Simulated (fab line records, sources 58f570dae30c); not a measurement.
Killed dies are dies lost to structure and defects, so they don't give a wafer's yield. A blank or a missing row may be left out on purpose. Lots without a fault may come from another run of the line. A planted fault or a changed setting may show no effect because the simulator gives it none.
Which tool did it? | flow berkeley_cmos170 | 7 lots, 21 wafers sampled, at 2 steps of a route of 331

WHAT THE GAUGES READ, wafer by wafer
UCB170_ACTIVE_CD_MEAS_90: target cd 1200 nm.
lot  | measured    | on        | cd_nm (nm)
L584 | day 5 20:37 | cd_sem-02 | 1202.6 1203.7 1202.9
L585 | day 6 07:02 | cd_sem-02 | 1197.2 1197.4 1197.2
L589 | day 6 16:02 | cd_sem-02 | 1199.2 1199.6 1198.6
L592 | day 7 18:13 | cd_sem-01 | 1199.1 1199.7 1199.2
L597 | day 7 19:07 | cd_sem-02 | 1199.2 1199.0 1198.4
L598 | day 8 07:35 | cd_sem-02 | 1199.8 1199.6 1199.7
L604 | day 9 10:34 | cd_sem-01 | 1199.8 1201.6 1200.3

WHICH TOOL RAN EACH LOT (tool, then ch and the chambers of the sampled wafers, then the start)
lot  | UCB170_ZERO_ETCH_06
L584 | rie_diel-04 ch 0,1, day 2 07:02
L585 | rie_diel-03 ch 0,1,2, day 2 21:57
L589 | rie_diel-04 ch 1,2,3, day 3 13:00
L592 | rie_diel-03 ch 0,2,3, day 4 01:34
L597 | rie_diel-03 ch 0,1, day 5 06:13
L598 | rie_diel-01 ch 0,1,2, day 5 12:02
L604 | rie_diel-01 ch 1,2,3, day 6 11:04
- UCB170_ZERO_ETCH_06: etches SiO2 in CHF3/CF4/Ar, time 11.54 s.

THE ANSWER, worked out from the rows above alone
Rule: what is usual is taken from the lots themselves. Put in order of their means at a reading, lots are off if they are a third of the lots or fewer, leave a main group of 4 or more, and stand apart from it by a gap of 3 or more times the standard deviation of the main group's means; of several such gaps the widest counts. A main group whose means are all the same, to the digits that the tables above print for the reading, isn't used. A lot without any number at a reading at which 4 lots or more have one is off too. The other lots that the step has rows for count as sound.
No lot is off at any reading shown: from this, nothing can be told.

WHAT THE SIMULATOR HAD PUT IN
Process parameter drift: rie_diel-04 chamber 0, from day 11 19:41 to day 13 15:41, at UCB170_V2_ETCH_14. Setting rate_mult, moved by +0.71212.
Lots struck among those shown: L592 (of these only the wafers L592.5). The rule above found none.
